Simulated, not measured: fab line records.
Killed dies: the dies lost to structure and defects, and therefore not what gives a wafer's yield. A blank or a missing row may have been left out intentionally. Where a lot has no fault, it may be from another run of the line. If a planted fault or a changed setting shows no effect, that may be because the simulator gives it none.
fab line records	flow rit-cmos	part 1 of 2: steps 1 to 35 of 52
record lots=5	wafers=15	last-day=7
route steps=202 shown REOX@99 NLDD@103 PLDD@114 SPACER@125 NSD@131 PSD@142
lots that met no fault: taken from a fault-free run of the same line
start-h: hours from the record's opening day to when the first of the lot's shown wafers began	wait-h: how many hours have passed since the lot's step before this one	" unchanged from the row above	L1.1+2: one row covering several wafers at once	- no value, or no start given	* or withheld: withheld	< > ~ a bound
route shown NAME@n: names a module that has steps shown in the file, with the first one's number in the route	usual: mean and standard deviation over wafers with no fault	same: alike in all rows	chamber/n: place in a boat	sites: readings site by site	_std_site: the standard deviation of these	_edge_site: inner sites' mean taken away from outer sites' mean	radius-mm: how far each site lies from the wafer's centre	mask NAME#n: copy n	behind: the most recent tool/chamber to have shaped the wafer	hold: reason for holding the lot/hours on hold/outcome of the hold	device: the n, p or np transistor that did not switch	end of line: the route-end tests of the same wafers	step lacking rows: just its recipe	killed: the dies lost at the first sort to structure and to defects; this is not the yield of the wafer	map: shows each die of a wafer: x if killed, . if not, _ if none is there
set.NAME: setting as actually run; set.NAME@STEP: the setting as run at that earlier step	model.NAME: the simulator's own value behind a step, which no gauge read
lots at selected steps of the route; one table per step, one row per wafer
services: the hour from which a tool's chamber was out of use, counted from the record's first day as start-h (under 0 if before that day), plus the number of hours and why
## steps
# step RIT_REOX_CLEAN_01
# recipe chemistry=dHF	dilution=50:1	time-s=30
lot.wafer	tool	chamber	start-h	wait-h
L077.1+5+6	wet-bench-01	1	60.30	0.0
L078.2+4+6	wet-bench-02	0	66.30	0.0
L080.4+5+6	wet-bench-03	3	72.47	0.0
L087.3+4+5	wet-bench-01	0	104.41	0.0
L095.2+4+5	wet-bench-03	3	141.53	0.0
# step RIT_REOX_CLEAN_02
# recipe chemistry=SC2	mix=3:3:50	time-s=600	temp-c=75	dry=n2-spin
# usual temp-c=75.01/0.13
lot.wafer	tool	chamber	start-h	wait-h	temp-c
L077.1	wet-bench-01	3	60.32	0.0	75.14
L077.5	"	3	"	"	75.32
L077.6	"	3	"	"	75.23
L078.2	wet-bench-01	2	66.33	0.0	74.58
L078.4	"	2	"	"	75.13
L078.6	"	2	"	"	75.07
L080.4	wet-bench-01	3	72.49	0.0	75.03
L080.5	"	3	"	"	75.05
L080.6	"	3	"	"	75.12
L087.3	wet-bench-02	1	104.43	0.0	75.00
L087.4	"	1	"	"	74.88
L087.5	"	1	"	"	75.00
L095.2	wet-bench-02	0	141.54	0.0	75.06
L095.4	"	0	"	"	75.22
L095.5	"	0	"	"	75.28
# step RIT_REOX_OXIDATION_03
# recipe temp-c=900	ambient=O2	target-thk-a=252	ox-time-s=5580
# usual ox-temp-c-max=904.6/1.5	zone-power-centre-pct=41.4/2.3	zone-power-load-pct=26.3/1.4
# same ox-time-s=5580
lot.wafer	tool	chamber	start-h	wait-h	ox-temp-c-max	zone-power-centre-pct	zone-power-load-pct
L077.1	furnace-02	0	61.54	1.0	904.4	39.0	28.0
L077.5	"	0	"	"	905.4	39.2	27.8
L077.6	"	0	"	"	904.2	39.2	28.1
L078.2	furnace-01	0	66.50	0.0	905.4	42.6	26.3
L078.4	"	0	"	"	907.0	42.7	26.4
L078.6	"	0	"	"	906.9	42.3	27.2
L080.4	furnace-02	0	72.67	0.0	903.6	38.6	28.0
L080.5	"	0	"	"	904.4	38.8	28.1
L080.6	"	0	"	"	903.1	39.8	27.9
L087.3	furnace-04	0	104.62	0.0	903.8	43.8	24.3
L087.4	"	0	"	"	903.4	43.6	24.3
L087.5	"	0	"	"	903.4	45.0	24.0
L095.2	furnace-01	0	142.00	0.3	905.5	42.4	26.5
L095.4	"	0	"	"	904.9	42.6	26.4
L095.5	"	0	"	"	905.2	42.0	26.6
# step RIT_REOX_THK_MEAS_04
# recipe reads=SiO2_of_REOX_OXIDATION_03
# usual REOX_OXIDE_THK=25.1/0.39
lot.wafer	tool	chamber	start-h	wait-h	REOX_OXIDE_THK[nm]
L077.1	film-metro-04	-	64.09	0.0	24.7
L077.5	"	-	"	"	24.5
L077.6	"	-	"	"	24.6
L078.2	film-metro-03	-	69.06	0.0	25.3
L078.4	"	-	"	"	25.4
L078.6	"	-	"	"	25.3
L080.4	film-metro-04	-	75.25	0.0	25.3
L080.5	"	-	"	"	25.3
L080.6	"	-	"	"	25.2
L087.3	film-metro-04	-	107.19	0.0	25.5
L087.4	"	-	"	"	25.2
L087.5	"	-	"	"	24.9
L095.2	film-metro-04	-	144.56	0.0	24.9
L095.4	"	-	"	"	25.2
L095.5	"	-	"	"	24.4
# step RIT_NLDD_HMDS_00
# recipe prime-time-s=60	prime-temp-c=140
lot.wafer	tool	chamber	start-h	wait-h
L077.1+5+6	litho-track-04	0	64.15	0.1
L078.2+4+6	litho-track-01	0	69.14	0.1
L080.4+5+6	litho-track-01	0	75.35	0.1
L087.3+4+5	litho-track-03	0	107.28	0.1
L095.2+4+5	litho-track-03	0	144.64	0.1
# step RIT_NLDD_COAT_01
# recipe resist=NOVOLAK	spin-rpm=3250	resist-thk-nm=1000
lot.wafer	tool	chamber	start-h	wait-h
L077.1+5+6	litho-track-04	0	64.30	0.1
L078.2+4+6	litho-track-01	0	69.29	0.1
L080.4+5+6	litho-track-01	0	75.50	0.1
L087.3+4+5	litho-track-03	0	107.43	0.1
L095.2+4+5	litho-track-03	0	144.79	0.1
# step RIT_NLDD_SOFTBAKE_02
# recipe resist=NOVOLAK	temp-c=90	time-s=60
lot.wafer	tool	chamber	start-h	wait-h
L077.1+5+6	litho-track-04	0	64.45	0.1
L078.2+4+6	litho-track-01	0	69.44	0.1
L080.4+5+6	litho-track-01	0	75.65	0.1
L087.3+4+5	litho-track-03	0	107.58	0.1
L095.2+4+5	litho-track-03	0	144.94	0.1
# step RIT_NLDD_EXPOSE_03
# recipe mask-id=M7	na=0.57	target-cd-nm=40700	dose-mj=250
lot.wafer	tool	chamber	start-h	wait-h	mask
L077.1+5+6	iline-stepper-01	0	64.72	0.2	M7#0
L078.2+4+6	iline-stepper-01	0	69.58	0.1	M7#0
L080.4+5+6	iline-stepper-01	0	75.78	0.1	M7#0
L087.3+4+5	iline-stepper-01	0	107.72	0.1	M7#0
L095.2+4+5	iline-stepper-02	0	145.08	0.1	M7#0
# step RIT_NLDD_PEB_04
# recipe resist=NOVOLAK	temp-c=withheld	time-s=withheld
lot.wafer	tool	chamber	start-h	wait-h
L077.1+5+6	litho-track-04	0	64.84	0.1
L078.2+4+6	litho-track-03	0	69.71	0.1
L080.4+5+6	litho-track-03	0	75.98	0.2
L087.3+4+5	litho-track-04	0	107.84	0.1
L095.2+4+5	litho-track-03	0	145.21	0.1
# step RIT_NLDD_DEVELOP_05
# recipe resist=NOVOLAK	develop-time-s=50	dev-temp-c=23
lot.wafer	tool	chamber	start-h	wait-h
L077.1+5+6	litho-track-04	0	-	-
L078.2+4+6	litho-track-03	0	-	-
L080.4+5+6	litho-track-03	0	-	-
L087.3+4+5	litho-track-04	0	-	-
L095.2+4+5	litho-track-03	0	-	-
# step RIT_NLDD_OVL_MEAS_06
# usual NLDD_OVL=1.4/1.4
lot.wafer	tool	chamber	start-h	wait-h	NLDD_OVL[nm]
L077.1	overlay-02	-	65.12	-	4.1
L077.5	"	-	"	"	2.9
L077.6	"	-	"	"	2.0
L078.2	overlay-01	-	69.97	-	2.0
L078.4	"	-	"	"	3.5
L078.6	"	-	"	"	3.6
L080.4	overlay-02	-	76.21	-	0.5
L080.5	"	-	"	"	-0.2
L080.6	"	-	"	"	1.4
L087.3	overlay-02	-	108.09	-	1.1
L087.4	"	-	"	"	0.1
L087.5	"	-	"	"	2.5
L095.2	overlay-01	-	145.47	-	2.9
L095.4	"	-	"	"	1.6
L095.5	"	-	"	"	2.2
# step RIT_NLDD_HARDBAKE_07
# recipe resist=NOVOLAK	temp-c=140	time-s=60
lot.wafer	tool	chamber	start-h	wait-h
L077.1+5+6	litho-track-01	0	65.16	0.0
L078.2+4+6	litho-track-03	0	70.03	0.0
L080.4+5+6	litho-track-03	0	76.30	0.1
L087.3+4+5	litho-track-01	0	108.16	0.1
L095.2+4+5	litho-track-03	0	145.53	0.0
# step RIT_NLDD_IMPLANT_08
# recipe species=P	energy-kev=20	dose-cm2=5e+14	tilt-deg=7
lot.wafer	tool	chamber	start-h	wait-h
L077.1+5+6	implanter-03	0	65.31	0.1
L078.2+4+6	implanter-02	0	70.18	0.1
L080.4+5+6	implanter-02	0	76.45	0.1
L087.3+4+5	implanter-04	0	108.31	0.1
L095.2+4+5	implanter-03	0	145.68	0.1
# step RIT_NLDD_STRIP_09
# recipe chemistry=O2	time-s=180	resist=NOVOLAK	platen-temp-c=withheld	power-w=500	pressure-mtorr=4000	o2-flow-sccm=4000
# usual drypump-motor-current-A=5.8/0.65
lot.wafer	tool	chamber	start-h	wait-h	drypump-motor-current-A	rf-hours-counter-h
L077.1	plasma-asher-02	0	65.46	0.1	5.3	41
L077.5	"	1	"	"	5.0	-
L077.6	"	0	"	"	5.3	-
L078.2	plasma-asher-03	1	70.30	0.1	6.2	42
L078.4	"	1	"	"	6.2	-
L078.6	"	0	"	"	6.6	-
L080.4	plasma-asher-03	1	76.59	0.1	6.2	-
L080.5	"	1	"	"	6.2	-
L080.6	"	0	"	"	6.6	-
L087.3	plasma-asher-02	0	108.47	0.1	5.3	-
L087.4	"	1	"	"	5.0	-
L087.5	"	0	"	"	5.3	-
L095.2	plasma-asher-03	1	145.80	0.1	6.2	50
L095.4	"	0	"	"	6.6	-
L095.5	"	0	"	"	6.6	-
# step RIT_NLDD_TW_MEAS_10
# usual NLDD_TW=2498/29
lot.wafer	tool	chamber	start-h	wait-h	NLDD_TW
L077.1	film-metro-03	-	65.63	0.1	2477
L077.5	"	-	"	"	2481
L077.6	"	-	"	"	2469
L078.2	film-metro-01	-	70.49	0.1	2482
L078.4	"	-	"	"	2472
L078.6	"	-	"	"	2482
L080.4	film-metro-03	-	76.73	0.1	2477
L080.5	"	-	"	"	2480
L080.6	"	-	"	"	2476
L087.3	film-metro-01	-	108.61	0.1	2500
L087.4	"	-	"	"	2497
L087.5	"	-	"	"	2481
L095.2	film-metro-02	-	145.99	0.1	2536
L095.4	"	-	"	"	2541
L095.5	"	-	"	"	2558
# step RIT_PLDD_HMDS_00
# recipe prime-time-s=60	prime-temp-c=140
lot.wafer	tool	chamber	start-h	wait-h
L077.1+5+6	litho-track-03	0	65.85	0.2
L078.2+4+6	litho-track-02	0	70.68	0.2
L080.4+5+6	litho-track-01	0	76.84	0.1
L087.3+4+5	litho-track-03	0	108.70	0.1
L095.2+4+5	litho-track-03	0	146.06	0.1
# step RIT_PLDD_COAT_01
# recipe resist=NOVOLAK	spin-rpm=3250	resist-thk-nm=1000
lot.wafer	tool	chamber	start-h	wait-h
L077.1+5+6	litho-track-03	0	66.00	0.1
L078.2+4+6	litho-track-02	0	70.83	0.1
L080.4+5+6	litho-track-01	0	76.99	0.1
L087.3+4+5	litho-track-03	0	108.85	0.1
L095.2+4+5	litho-track-03	0	146.21	0.1
# step RIT_PLDD_SOFTBAKE_02
# recipe resist=NOVOLAK	temp-c=90	time-s=60
lot.wafer	tool	chamber	start-h	wait-h
L077.1+5+6	litho-track-03	0	66.15	0.1
L078.2+4+6	litho-track-02	0	70.98	0.1
L080.4+5+6	litho-track-01	0	77.14	0.1
L087.3+4+5	litho-track-03	0	109.00	0.1
L095.2+4+5	litho-track-03	0	146.36	0.1
# step RIT_PLDD_EXPOSE_03
# recipe mask-id=M8	na=0.57	target-cd-nm=40900	dose-mj=250
lot.wafer	tool	chamber	start-h	wait-h	mask
L077.1+5+6	iline-stepper-02	0	66.42	0.2	M8#0
L078.2+4+6	iline-stepper-02	0	71.13	0.1	M8#0
L080.4+5+6	iline-stepper-01	0	77.40	0.2	M8#0
L087.3+4+5	iline-stepper-01	0	109.32	0.3	M8#0
L095.2+4+5	iline-stepper-01	0	146.63	0.2	M8#0
# step RIT_PLDD_PEB_04
# recipe resist=NOVOLAK	temp-c=withheld	time-s=withheld
lot.wafer	tool	chamber	start-h	wait-h
L077.1+5+6	litho-track-01	0	66.54	0.1
L078.2+4+6	litho-track-01	0	71.31	0.2
L080.4+5+6	litho-track-03	0	77.73	0.3
L087.3+4+5	litho-track-03	0	109.45	0.1
L095.2+4+5	litho-track-03	0	146.75	0.1
# step RIT_PLDD_DEVELOP_05
# recipe resist=NOVOLAK	develop-time-s=50	dev-temp-c=23
lot.wafer	tool	chamber	start-h	wait-h
L077.1+5+6	litho-track-01	0	-	-
L078.2+4+6	litho-track-01	0	-	-
L080.4+5+6	litho-track-03	0	-	-
L087.3+4+5	litho-track-03	0	-	-
L095.2+4+5	litho-track-03	0	-	-
# step RIT_PLDD_OVL_MEAS_06
# usual PLDD_OVL=0.7/1.4
lot.wafer	tool	chamber	start-h	wait-h	PLDD_OVL[nm]
L077.1	overlay-02	-	66.82	-	-1.4
L077.5	"	-	"	"	0.6
L077.6	"	-	"	"	0.6
L078.2	overlay-02	-	71.58	-	1.4
L078.4	"	-	"	"	2.9
L078.6	"	-	"	"	1.6
L080.4	overlay-02	-	77.95	-	2.9
L080.5	"	-	"	"	1.3
L080.6	"	-	"	"	0.1
L087.3	overlay-01	-	109.69	-	-0.1
L087.4	"	-	"	"	0.2
L087.5	"	-	"	"	-0.3
L095.2	overlay-02	-	147.02	-	0.5
L095.4	"	-	"	"	0.0
L095.5	"	-	"	"	1.1
# step RIT_PLDD_HARDBAKE_07
# recipe resist=NOVOLAK	temp-c=140	time-s=60
lot.wafer	tool	chamber	start-h	wait-h
L077.1+5+6	litho-track-03	0	66.94	0.1
L078.2+4+6	litho-track-01	0	71.75	0.2
L080.4+5+6	litho-track-01	0	78.17	0.2
L087.3+4+5	litho-track-03	0	109.77	0.1
L095.2+4+5	litho-track-02	0	147.07	0.0
# step RIT_PLDD_IMPLANT_08
# recipe species=BF2	energy-kev=20	dose-cm2=9e+14	tilt-deg=7
lot.wafer	tool	chamber	start-h	wait-h
L077.1+5+6	implanter-03	0	67.09	0.1
L078.2+4+6	implanter-04	0	71.90	0.1
L080.4+5+6	implanter-04	0	78.32	0.1
L087.3+4+5	implanter-03	0	109.92	0.1
L095.2+4+5	implanter-04	0	147.22	0.1
# step RIT_PLDD_STRIP_09
# recipe chemistry=O2	time-s=180	resist=NOVOLAK	platen-temp-c=withheld	power-w=500	pressure-mtorr=4000	o2-flow-sccm=4000
# usual drypump-motor-current-A=6.3/0.32
lot.wafer	tool	chamber	start-h	wait-h	drypump-motor-current-A	rf-hours-counter-h
L077.1	plasma-asher-03	1	67.24	0.1	6.2	42
L077.5	"	1	"	"	6.2	-
L077.6	"	0	"	"	6.6	-
L078.2	plasma-asher-01	1	72.02	0.1	6.4	42
L078.4	"	0	"	"	6.3	-
L078.6	"	1	"	"	6.4	-
L080.4	plasma-asher-04	0	78.46	0.1	6.6	-
L080.5	"	0	"	"	6.6	-
L080.6	"	1	"	"	5.7	-
L087.3	plasma-asher-04	1	110.08	0.1	5.8	-
L087.4	"	0	"	"	6.6	-
L087.5	"	1	"	"	5.7	-
L095.2	plasma-asher-04	0	147.35	0.1	6.6	37
L095.4	"	0	"	"	6.6	-
L095.5	"	1	"	"	5.7	-
# step RIT_PLDD_TW_MEAS_10
# usual PLDD_TW=2347/30
lot.wafer	tool	chamber	start-h	wait-h	PLDD_TW
L077.1	film-metro-01	-	67.42	0.1	2332
L077.5	"	-	"	"	2340
L077.6	"	-	"	"	2340
L078.2	film-metro-01	-	72.21	0.1	2348
L078.4	"	-	"	"	2355
L078.6	"	-	"	"	2353
L080.4	film-metro-01	-	78.60	0.1	2359
L080.5	"	-	"	"	2352
L080.6	"	-	"	"	2338
L087.3	film-metro-03	-	110.21	0.1	2307
L087.4	"	-	"	"	2314
L087.5	"	-	"	"	2309
L095.2	film-metro-01	-	147.53	0.1	2359
L095.4	"	-	"	"	2353
L095.5	"	-	"	"	2357
# step RIT_SPACER_CLEAN_00
# recipe chemistry=SC1	mix=3:3:50	time-s=600	temp-c=75
# usual temp-c=75.03/0.12
lot.wafer	tool	chamber	start-h	wait-h	temp-c
L077.1	wet-bench-01	2	67.48	0.1	74.94
L077.5	"	2	"	"	74.93
L077.6	"	2	"	"	74.90
L078.2	wet-bench-04	0	72.26	0.0	74.74
L078.4	"	0	"	"	74.82
L078.6	"	0	"	"	74.94
L080.4	wet-bench-04	2	78.63	0.0	74.85
L080.5	"	2	"	"	75.05
L080.6	"	2	"	"	74.94
L087.3	wet-bench-04	1	110.25	0.0	75.02
L087.4	"	1	"	"	75.02
L087.5	"	1	"	"	75.03
L095.2	wet-bench-04	2	147.58	0.0	75.17
L095.4	"	2	"	"	75.02
L095.5	"	2	"	"	75.00
# step RIT_SPACER_CLEAN_01
# recipe chemistry=dHF	dilution=50:1	time-s=30
lot.wafer	tool	chamber	start-h	wait-h
L077.1+5+6	wet-bench-04	1	67.65	0.0
L078.2+4+6	wet-bench-04	1	72.43	0.0
L080.4+5+6	wet-bench-02	0	78.82	0.0
L087.3+4+5	wet-bench-01	3	110.43	0.0
L095.2+4+5	wet-bench-01	1	147.77	0.0
# step RIT_SPACER_CLEAN_02
# recipe chemistry=SC2	mix=3:3:50	time-s=600	temp-c=75	dry=n2-spin
# usual temp-c=75.02/0.11
lot.wafer	tool	chamber	start-h	wait-h	temp-c
L077.1	wet-bench-02	2	67.67	0.0	75.13
L077.5	"	2	"	"	75.00
L077.6	"	2	"	"	75.09
L078.2	wet-bench-04	1	72.45	0.0	74.96
L078.4	"	1	"	"	75.12
L078.6	"	1	"	"	75.06
L080.4	wet-bench-01	0	78.84	0.0	75.20
L080.5	"	0	"	"	75.06
L080.6	"	0	"	"	74.95
L087.3	wet-bench-01	0	110.45	0.0	74.96
L087.4	"	0	"	"	74.98
L087.5	"	0	"	"	74.96
L095.2	wet-bench-02	0	147.79	0.0	74.94
L095.4	"	0	"	"	74.94
L095.5	"	0	"	"	74.82
# step RIT_SPACER_CVD_03
# recipe material=Si3N4	target-thk-nm=250	temp-c=810	precursor=SiH2Cl2/NH3	time-s=3300	pressure-mtorr=300	sih2cl2-flow-sccm=60	nh3-flow-sccm=150
# usual susceptor-temp-C=810.0/0.38	zone-power-centre-pct=38.8/1.4	zone-power-load-pct=21.3/1.4
lot.wafer	tool	chamber	start-h	wait-h	susceptor-temp-C	zone-power-centre-pct	zone-power-load-pct
L077.1	lpcvd-01	0	68.02	0.0	810.1	36.8	18.9
L077.5	"	0	"	"	810.4	36.4	19.1
L077.6	"	0	"	"	810.1	36.0	19.0
L078.2	lpcvd-01	1	72.62	0.0	810.1	39.2	22.2
L078.4	"	1	"	"	810.1	39.6	22.3
L078.6	"	1	"	"	810.0	39.8	22.3
L080.4	lpcvd-01	0	79.01	0.0	810.4	36.3	19.0
L080.5	"	0	"	"	810.1	36.1	19.1
L080.6	"	0	"	"	809.8	36.8	19.0
L087.3	lpcvd-02	0	110.64	0.0	810.1	39.0	21.0
L087.4	"	0	"	"	809.9	39.0	21.1
L087.5	"	0	"	"	810.0	39.7	21.1
L095.2	lpcvd-02	0	147.96	0.0	809.7	40.2	21.0
L095.4	"	0	"	"	810.4	40.0	21.2
L095.5	"	0	"	"	810.3	39.5	21.1
# step RIT_SPACER_THK_MEAS_04
# recipe reads=Si3N4_of_SPACER_CVD_03
# usual SPACER_NITRIDE_THK=249.8/2.1
lot.wafer	tool	chamber	start-h	wait-h	SPACER_NITRIDE_THK[nm]
L077.1	film-metro-03	-	69.94	0.0	250.6
L077.5	"	-	"	"	253.1
L077.6	"	-	"	"	253.6
L078.2	film-metro-04	-	74.55	0.0	247.0
L078.4	"	-	"	"	246.0
L078.6	"	-	"	"	246.6
L080.4	film-metro-04	-	80.96	0.0	247.9
L080.5	"	-	"	"	247.9
L080.6	"	-	"	"	249.2
L087.3	film-metro-01	-	112.57	0.0	249.8
L087.4	"	-	"	"	249.2
L087.5	"	-	"	"	248.6
L095.2	film-metro-04	-	149.89	0.0	251.8
L095.4	"	-	"	"	250.5
L095.5	"	-	"	"	252.7
# step RIT_SPACER_ETCHBACK_05
# recipe target-depth-a=2500	SF6_flow_sccm=30	CHF3_flow_sccm=30	target=Si3N4	chemistry=SF6/CHF3	pressure-mtorr=40	rf-w=250	time-s=240	stop-on=SiO2
# usual drypump-motor-current-A=5.8/0.31	oes-product-au=0.842/0.014	throttle-valve-pct=10.23/0.17
lot.wafer	tool	chamber	start-h	wait-h	drypump-motor-current-A	oes-product-au	rf-hours-counter-h	throttle-valve-pct
L077.1	rie-diel-04	3	70.00	0.1	5.3	0.847	35	10.19
L077.5	"	2	"	"	6.0	0.858	-	10.10
L077.6	"	3	"	"	5.4	0.851	-	10.19
L078.2	rie-diel-02	0	74.60	0.0	5.7	0.823	3	10.14
L078.4	"	1	"	"	5.3	0.828	117	10.58
L078.6	"	3	"	"	6.0	0.822	-	9.98
L080.4	rie-diel-04	0	80.99	0.0	5.9	0.855	1	10.20
L080.5	"	1	"	"	5.9	0.826	-	10.22
L080.6	"	0	"	"	5.9	0.856	-	10.20
L087.3	rie-diel-03	0	112.61	0.0	5.2	0.872	106	10.40
L087.4	"	3	"	"	6.3	0.845	0	10.38
L087.5	"	0	"	"	5.2	0.876	-	10.37
L095.2	rie-diel-04	1	149.94	0.0	5.9	0.838	3	10.22
L095.4	"	3	"	"	5.3	0.835	-	10.19
L095.5	"	1	"	"	5.9	0.838	-	10.24
# step RIT_NSD_HMDS_00
# recipe prime-time-s=60	prime-temp-c=140
lot.wafer	tool	chamber	start-h	wait-h
L077.1+5+6	litho-track-04	0	70.15	0.1
L078.2+4+6	litho-track-03	0	74.77	0.1
L080.4+5+6	litho-track-04	0	81.22	0.1
L087.3+4+5	litho-track-02	0	112.81	0.1
L095.2+4+5	litho-track-02	0	150.12	0.1
# step RIT_NSD_COAT_01
# recipe resist=NOVOLAK	spin-rpm=3250	resist-thk-nm=1000
lot.wafer	tool	chamber	start-h	wait-h
L077.1+5+6	litho-track-04	0	70.30	0.1
L078.2+4+6	litho-track-03	0	74.92	0.1
L080.4+5+6	litho-track-04	0	81.37	0.1
L087.3+4+5	litho-track-02	0	112.96	0.1
L095.2+4+5	litho-track-02	0	150.27	0.1
# step RIT_NSD_SOFTBAKE_02
# recipe resist=NOVOLAK	temp-c=90	time-s=60
lot.wafer	tool	chamber	start-h	wait-h
L077.1+5+6	litho-track-04	0	70.45	0.1
L078.2+4+6	litho-track-03	0	75.07	0.1
L080.4+5+6	litho-track-04	0	81.52	0.1
L087.3+4+5	litho-track-02	0	113.11	0.1
L095.2+4+5	litho-track-02	0	150.42	0.1
